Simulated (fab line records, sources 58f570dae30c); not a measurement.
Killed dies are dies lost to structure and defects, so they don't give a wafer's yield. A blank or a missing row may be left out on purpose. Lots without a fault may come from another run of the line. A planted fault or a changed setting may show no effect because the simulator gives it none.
Which tool did it? | flow berkeley_cmos170 | 14 lots, 42 wafers sampled, at 5 steps of a route of 331

WHAT THE GAUGES READ, wafer by wafer
UCB170_PWELL_THK_MEAS_06. Usual: PWELL_NITRIDE_THK 220.7 nm, standard deviation 2.
lot  | measured    | on            | PWELL_NITRIDE_THK (nm) | flag
L657 | day 3 21:31 | film_metro-01 | 222.0 222.1 222.7      |
L656 | day 3 21:32 | film_metro-03 | 220.7 222.4 222.8      |
L658 | day 4 08:16 | film_metro-03 | 221.5 223.1 222.9      |
L659 | day 4 13:11 | film_metro-01 | 221.5 219.5 219.3      |
L660 | day 4 13:11 | film_metro-02 | 223.3 222.6 224.0      |
L661 | day 4 20:52 | film_metro-02 | 222.2 218.7 221.2      |
L663 | day 5 04:25 | film_metro-02 | 222.1 219.1 221.3      |
L667 | day 5 12:27 | film_metro-02 | 219.4 219.9 222.7      |
L668 | day 6 08:47 | film_metro-02 | 218.2 218.6 218.8      |
L669 | day 6 08:47 | film_metro-01 | 218.9 217.4 219.4      |
L674 | day 8 01:59 | film_metro-01 | 222.3 218.8 219.7      |
L675 | day 8 02:01 | film_metro-02 | 223.6 222.5 222.6      |
L677 | day 8 08:16 | film_metro-03 | 220.0 220.2 218.5      |
L676 | day 8 08:20 | film_metro-02 | 217.5 218.0 216.9      |

UCB170_PWELL_OVL_MEAS_13. Usual: PWELL_OVL -4 nm, standard deviation 5.6.
lot  | measured    | on         | PWELL_OVL (nm) | flag
L657 | day 3 23:15 | overlay-01 | 1 6 5          |
L656 | day 3 22:42 | overlay-02 | 6 -5 3         |
L658 | day 4 09:54 | overlay-02 | -2 -2 -8       |
L659 | day 4 14:05 | overlay-02 | -11 -8 -10     |
L660 | day 4 14:20 | overlay-01 | -13 -6 -12     |
L661 | day 4 22:02 | overlay-02 | -7 -7 -9       |
L663 | day 5 05:44 | overlay-01 | -10 -4 -6      |
L667 | day 5 14:50 | overlay-02 | 4 -1 9         |
L668 | day 6 10:26 | overlay-01 | -6 -8 -15      |
L669 | day 6 09:49 | overlay-02 | 3 1 2          |
L674 | day 8 03:19 | overlay-02 | -8 -1 -9       |
L675 | day 8 03:37 | overlay-02 | -7 -4 4        |
L677 | day 8 09:47 | overlay-01 | -4 -5 -4       |
L676 | day 8 10:10 | overlay-02 | -5 -1 -4       |

UCB170_ACTIVE_CD_MEAS_90: target cd 1200 nm. Usual: cd_nm 1199.5 nm, standard deviation 1.2.
lot  | measured    | on        | cd_nm (nm)           | flag
L657 | day 5 17:32 | cd_sem-02 | 1200.7 1200.2 1199.8 |
L656 | day 5 06:34 | cd_sem-01 | 1202.0 1201.8 1201.9 |
L658 | day 5 17:32 | cd_sem-01 | 1201.7 1200.8 1200.5 |
L659 | day 6 02:03 | cd_sem-02 | 1199.8 1201.4 1200.2 |
L660 | day 6 01:50 | cd_sem-02 | 1201.2 1198.9 1198.9 |
L661 | day 6 08:29 | cd_sem-01 | 1198.5 1199.1 1197.8 |
L663 | day 6 19:21 | cd_sem-01 | 1201.2 1200.1 1200.3 |
L667 | day 7 01:55 | cd_sem-02 | 1199.2 1199.8 1199.0 |
L668 | day 8 03:37 | cd_sem-02 | 1199.1 1199.2 1199.9 |
L669 | day 8 02:55 | cd_sem-01 | 1199.3 1200.2 1200.0 |
L674 | day 9 12:58 | cd_sem-02 | 1200.4 1198.9 1201.0 |
L675 | day 9 13:15 | cd_sem-01 | 1200.5 1200.9 1199.1 |
L677 | day 9 23:06 | cd_sem-02 | 1199.9 1200.5 1201.4 |
L676 | day 9 23:13 | cd_sem-01 | 1198.1 1198.1 1197.5 |

WHICH TOOL RAN EACH LOT (tool, then ch and the chambers of the sampled wafers, then the start)
lot  | UCB170_ACTIVE_ETCH_15             | UCB170_ACTIVE_STRIP_16
L657 | rie_diel-03 ch 0,1,3, day 5 17:20 | plasma_asher-03 ch 0,1, day 5 17:26
L656 | rie_diel-04 ch 0,3, day 5 06:19   | plasma_asher-03 ch 0,1, day 5 06:28
L658 | rie_diel-02 ch 0,3, day 5 17:20   | plasma_asher-01 ch 0,1, day 5 17:26
L659 | rie_diel-02 ch 1,2, day 6 01:51   | plasma_asher-01 ch 0,1, day 6 01:57
L660 | rie_diel-04 ch 1,2, day 6 01:38   | plasma_asher-03 ch 0,1, day 6 01:44
L661 | rie_diel-03 ch 0,2,3, day 6 08:15 | plasma_asher-03 ch 0,1, day 6 08:21
L663 | rie_diel-04 ch 0,1,2, day 6 19:09 | plasma_asher-02 ch 0,1, day 6 19:15
L667 | rie_diel-02 ch 0,1,3, day 7 01:43 | plasma_asher-03 ch 0,1, day 7 01:49
L668 | rie_diel-02 ch 0,1, day 8 03:25   | plasma_asher-03 ch 1, day 8 03:31
L669 | rie_diel-02 ch 0,2,3, day 8 02:41 | plasma_asher-02 ch 0,1, day 8 02:47
L674 | rie_diel-04 ch 0,3, day 9 12:46   | plasma_asher-01 ch 1, day 9 12:52
L675 | rie_diel-03 ch 1,2,3, day 9 13:01 | plasma_asher-02 ch 0,1, day 9 13:08
L677 | rie_diel-04 ch 0,3, day 9 22:54   | plasma_asher-02 ch 0,1, day 9 23:00
L676 | rie_diel-03 ch 1,2,3, day 9 23:01 | plasma_asher-01 ch 0, day 9 23:07
- UCB170_ACTIVE_ETCH_15: etches Si3N4 in CH3F/Ar/O2, stops on SiO2, target depth 242 nm, time 151 s.
- UCB170_ACTIVE_STRIP_16: strips in O2.

WHAT THE TOOLS THEMSELVES READ (means of the sampled wafers that have a number; where no wafer has one, the mark that the record gives instead)
UCB170_ACTIVE_ETCH_15. Usual: drypump_motor_current_A 5.7 A, standard deviation 0.36; oes_product_au 0.943 a.u., standard deviation 0.015; rf_fwd_power_W 448.4 W, standard deviation 1.3; throttle_valve_pct 8.05 %, standard deviation 0.11.
lot  | tool        | drypump_motor_current_A (A) | oes_product_au (a.u.) | rf_fwd_power_W (W) | throttle_valve_pct (%) | flag
L657 | rie_diel-03 | 5.7                         | 0.948                 | 447.3              | 8.12                   |
L656 | rie_diel-04 | 5.7                         | 0.928                 | 448.9              | 7.93                   |
L658 | rie_diel-02 | 5.5                         | 0.937                 | 448.1              | 8.13                   |
L659 | rie_diel-02 | 5.5                         | 0.944                 | 448.0              | 8.09                   |
L660 | rie_diel-04 | 5.9                         | 0.939                 | 448.0              | 8.07                   |
L661 | rie_diel-03 | 5.5                         | 0.934                 | 449.1              | 8.03                   |
L663 | rie_diel-04 | 5.9                         | 0.943                 | 447.6              | 8.02                   |
L667 | rie_diel-02 | 5.5                         | 0.963                 | 448.2              | 8.08                   |
L668 | rie_diel-02 | 5.2                         | 0.937                 | 375.0              | 8.14                   | OFF
L669 | rie_diel-02 | 5.7                         | 0.935                 | 376.6              | 8.12                   | OFF
L674 | rie_diel-04 | 5.7                         | 0.923                 | 448.0              | 7.92                   |
L675 | rie_diel-03 | 5.3                         | 0.936                 | 447.6              | 8.05                   |
L677 | rie_diel-04 | 5.7                         | 0.911                 | 447.3              | 7.93                   |
L676 | rie_diel-03 | 5.3                         | 0.938                 | 449.3              | 8.07                   |

UCB170_ACTIVE_STRIP_16. Usual: drypump_motor_current_A 5.7 A, standard deviation 0.73; o2_flow_sccm 399.9 sccm, standard deviation 1.3; oes_product_au 0.721 a.u., standard deviation 0.0046; strip_time_to_endpoint_s 18.08 s, standard deviation 0.12.
lot  | tool            | drypump_motor_current_A (A) | o2_flow_sccm (sccm) | oes_product_au (a.u.) | strip_time_to_endpoint_s (s) | flag
L657 | plasma_asher-03 | 6.0                         | 399.7               | 0.719                 | 18.05                        |
L656 | plasma_asher-03 | 6.0                         | 399.7               | 0.722                 | 18.04                        |
L658 | plasma_asher-01 | 5.3                         | 399.4               | 0.721                 | 18.24                        |
L659 | plasma_asher-01 | 5.3                         | 399.8               | 0.724                 | 18.27                        |
L660 | plasma_asher-03 | 6.0                         | 400.0               | 0.720                 | 18.06                        |
L661 | plasma_asher-03 | 5.5                         | 400.2               | 0.725                 | 17.90                        |
L663 | plasma_asher-02 | 6.2                         | 398.1               | 0.718                 | 17.93                        |
L667 | plasma_asher-03 | 6.1                         | 402.0               | 0.720                 | 18.15                        |
L668 | plasma_asher-03 | 6.5                         | 399.1               | 0.725                 | 18.55                        | OFF
L669 | plasma_asher-02 | 6.2                         | 399.1               | 0.723                 | 18.38                        |
L674 | plasma_asher-01 | 6.2                         | 400.2               | 0.719                 | 18.04                        |
L675 | plasma_asher-02 | 6.2                         | 398.7               | 0.719                 | 18.11                        |
L677 | plasma_asher-02 | 6.2                         | 400.0               | 0.724                 | 18.14                        |
L676 | plasma_asher-01 | 4.8                         | 399.8               | 0.721                 | 18.13                        |

THE ANSWER, worked out from the rows above alone
Rule: a lot is off if the mean of its wafers that have a number lies more than 3 standard deviations from the usual mean. A lot without any number at a reading at which 4 lots or more have one is off too. The other lots that the step has rows for count as sound. The gauges are gone through in route order, then the tools' own readings, and for those a lot's mean is taken as printed above. The first step at which some lot is off is used, and at that step the reading that is off furthest; a lot without a number counts as furthest.
Off: L668, L669, at UCB170_ACTIVE_ETCH_15 (rf_fwd_power_W).
A tool fits if, at that step or a process step before it, it ran every lot that is off, and no sound lot after the first of them. One fits: rie_diel-02 at UCB170_ACTIVE_ETCH_15. Its last sound lot is L667 (day 7 01:43), its first lot that is off L669 (day 8 02:41): a fault that began between those two fits.
The tool's own readings at UCB170_ACTIVE_ETCH_15 bear it out: on the lots that are off they differ by more than 5 times the standard deviation of the sound lots' means. rf_fwd_power_W reads 375.8 W there against 448.1 W on the sound lots.

WHAT THE SIMULATOR HAD PUT IN
Process parameter drift: rie_diel-02, from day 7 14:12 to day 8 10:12, at UCB170_ACTIVE_ETCH_15. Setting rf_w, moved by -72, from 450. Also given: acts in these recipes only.
Lots struck among those shown: L668, L669. The rule above found the same.
